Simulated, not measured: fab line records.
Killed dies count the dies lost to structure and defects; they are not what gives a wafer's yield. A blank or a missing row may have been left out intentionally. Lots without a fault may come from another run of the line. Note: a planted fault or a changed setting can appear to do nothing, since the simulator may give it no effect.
fab line records / flow berkeleyCmos170
[record] lots = 14 wafers = 42 lastDay = 12
route steps=331 shown V2@303
lots with no fault: from the same line, run without faults
startH: hours from the record's opening day to when the first of the lot's shown wafers began / waitH: hours from the lot's prior step to this one / " repeats the value in the row above / L1.1+2: a single row standing in for several wafers / - either no value or no given start / * or withheld: withheld / < > ~ a bound
route shown NAME@n: a module of which the file shows steps, and the number in the route of the first / usual: mean/standard deviation taken from wafers without a fault / same: alike in all rows / chamber/n: place in a boat / sites: each site's reading / _std_site: the standard deviation of these / _edge_site: mean of outer sites minus mean of inner sites / radiusMm: for every site, how far away it sits from the centre of the wafer / mask NAME#n: copy n / behind: the tool/chamber that last shaped the wafer / hold: what put the lot on hold/how long, in hours/how the hold closed / device: transistor that didn't switch, given as n, p or np / end of line: tests of these same wafers at the route's end / for a step that has no rows: nothing shown but its recipe / killed: dies lost to structure and defects at the first sort, not the wafer's yield / map: shows each die of a wafer: x if killed, . if not, _ if none is there
set.NAME: the setting the step ran with; set.NAME@STEP: the setting that earlier step ran with / model.NAME: the simulator's own value behind a step, which no gauge read
the route's steps for a sample of lots (tables are steps, rows are wafers)
[[steps]]
[step UCB170_V2_DEVELOP_11]
[recipe] developer = TMAH developTimeS = 45 resist = KrF devTempC = 21
[usual] chillPlateTempC = 22.97/0.11 developTimeS = 45/0
lot.wafer=L120.2 tool=lithoTrack-01 chamber=0 startH=172 waitH=- chillPlateTempC=23.12 developTimeS=45
lot.wafer=L120.5 tool=lithoTrack-01 chamber=0 startH=172 waitH=- chillPlateTempC=23.01 developTimeS=45
lot.wafer=L120.6 tool=lithoTrack-01 chamber=0 startH=172 waitH=- chillPlateTempC=23.13 developTimeS=45
lot.wafer=L121.1 tool=lithoTrack-03 chamber=0 startH=172 waitH=- chillPlateTempC=23.04 developTimeS=45
lot.wafer=L121.2 tool=lithoTrack-03 chamber=0 startH=172 waitH=- chillPlateTempC=22.96 developTimeS=45
lot.wafer=L121.6 tool=lithoTrack-03 chamber=0 startH=172 waitH=- chillPlateTempC=22.89 developTimeS=45
lot.wafer=L123.2 tool=lithoTrack-03 chamber=0 startH=182 waitH=- chillPlateTempC=22.90 developTimeS=45
lot.wafer=L123.3 tool=lithoTrack-03 chamber=0 startH=182 waitH=- chillPlateTempC=22.89 developTimeS=45
lot.wafer=L123.4 tool=lithoTrack-03 chamber=0 startH=182 waitH=- chillPlateTempC=22.75 developTimeS=45
lot.wafer=L132.2 tool=lithoTrack-01 chamber=0 startH=225 waitH=- chillPlateTempC=22.86 developTimeS=45
lot.wafer=L132.4 tool=lithoTrack-01 chamber=0 startH=225 waitH=- chillPlateTempC=22.96 developTimeS=45
lot.wafer=L132.5 tool=lithoTrack-01 chamber=0 startH=225 waitH=- chillPlateTempC=23.03 developTimeS=45
lot.wafer=L130.2 tool=lithoTrack-01 chamber=- startH=226 waitH=- chillPlateTempC=- developTimeS=-
lot.wafer=L130.4 tool=lithoTrack-01 chamber=- startH=226 waitH=- chillPlateTempC=- developTimeS=-
lot.wafer=L130.5 tool=lithoTrack-01 chamber=- startH=226 waitH=- chillPlateTempC=- developTimeS=-
lot.wafer=L133.1 tool=lithoTrack-03 chamber=- startH=237 waitH=- chillPlateTempC=- developTimeS=-
lot.wafer=L133.4 tool=lithoTrack-03 chamber=- startH=238 waitH=- chillPlateTempC=- developTimeS=-
lot.wafer=L133.5 tool=lithoTrack-03 chamber=- startH=238 waitH=- chillPlateTempC=- developTimeS=-
lot.wafer=L135.1 tool=lithoTrack-02 chamber=0 startH=238 waitH=- chillPlateTempC=22.87 developTimeS=45
lot.wafer=L135.3 tool=lithoTrack-02 chamber=0 startH=238 waitH=- chillPlateTempC=23.18 developTimeS=45
lot.wafer=L135.5 tool=lithoTrack-02 chamber=0 startH=238 waitH=- chillPlateTempC=22.99 developTimeS=45
lot.wafer=L138.1 tool=lithoTrack-02 chamber=0 startH=245 waitH=- chillPlateTempC=22.92 developTimeS=45
lot.wafer=L138.5 tool=lithoTrack-02 chamber=0 startH=245 waitH=- chillPlateTempC=22.91 developTimeS=45
lot.wafer=L138.6 tool=lithoTrack-02 chamber=0 startH=245 waitH=- chillPlateTempC=22.98 developTimeS=45
lot.wafer=L136.2 tool=lithoTrack-01 chamber=0 startH=245 waitH=- chillPlateTempC=22.90 developTimeS=45
lot.wafer=L136.5 tool=lithoTrack-01 chamber=0 startH=245 waitH=- chillPlateTempC=22.79 developTimeS=45
lot.wafer=L136.6 tool=lithoTrack-01 chamber=0 startH=245 waitH=- chillPlateTempC=22.97 developTimeS=45
lot.wafer=L134.1 tool=lithoTrack-02 chamber=0 startH=245 waitH=- chillPlateTempC=22.73 developTimeS=45
lot.wafer=L134.4 tool=lithoTrack-02 chamber=0 startH=245 waitH=- chillPlateTempC=22.76 developTimeS=45
lot.wafer=L134.5 tool=lithoTrack-02 chamber=0 startH=245 waitH=- chillPlateTempC=22.88 developTimeS=45
lot.wafer=L139.1 tool=lithoTrack-01 chamber=0 startH=247 waitH=- chillPlateTempC=22.97 developTimeS=45
lot.wafer=L139.2 tool=lithoTrack-01 chamber=0 startH=247 waitH=- chillPlateTempC=22.95 developTimeS=45
lot.wafer=L139.4 tool=lithoTrack-01 chamber=0 startH=247 waitH=- chillPlateTempC=23.06 developTimeS=45
lot.wafer=L140.4 tool=lithoTrack-03 chamber=0 startH=272 waitH=- chillPlateTempC=22.93 developTimeS=45
lot.wafer=L140.5 tool=lithoTrack-03 chamber=0 startH=272 waitH=- chillPlateTempC=23.15 developTimeS=45
lot.wafer=L140.6 tool=lithoTrack-03 chamber=0 startH=272 waitH=- chillPlateTempC=22.99 developTimeS=45
lot.wafer=L141.2 tool=lithoTrack-02 chamber=0 startH=280 waitH=- chillPlateTempC=23.06 developTimeS=45
lot.wafer=L141.4 tool=lithoTrack-02 chamber=0 startH=280 waitH=- chillPlateTempC=22.85 developTimeS=45
lot.wafer=L141.5 tool=lithoTrack-02 chamber=0 startH=280 waitH=- chillPlateTempC=23.15 developTimeS=45
lot.wafer=L143.2 tool=lithoTrack-03 chamber=0 startH=291 waitH=- chillPlateTempC=23.01 developTimeS=45
lot.wafer=L143.4 tool=lithoTrack-03 chamber=0 startH=291 waitH=- chillPlateTempC=22.90 developTimeS=45
lot.wafer=L143.5 tool=lithoTrack-03 chamber=0 startH=291 waitH=- chillPlateTempC=22.97 developTimeS=45
[[key]]
[firstSign] step = UCB170_V2_DEVELOP_11 reading = toolRecord direction = missing
effect none on later readings
metAt UCB170_V2_DEVELOP_11
struckLots L130,L133
laterRowsLeftOut L130.2,L130.4,L130.5,L133.1,L133.4,L133.5
sortLeftOut L130.2,L130.4,L130.5,L133.1,L133.4,L133.5
[fault] kind = skippedStepWhole tool = lithoTrack-01,lithoTrack-03 chamber = - onsetH = 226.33 steps = UCB170_V2_DEVELOP_11 scope = struckLotsOnly
// sortLeftOut: the simulated sort isn't trusted on such a fault, so these wafers' sort isn't shown, and their yield isn't known
// laterRowsLeftOut: the simulator's readings of these wafers behind a module that went badly wrong aren't trusted and aren't shown, but for the sort
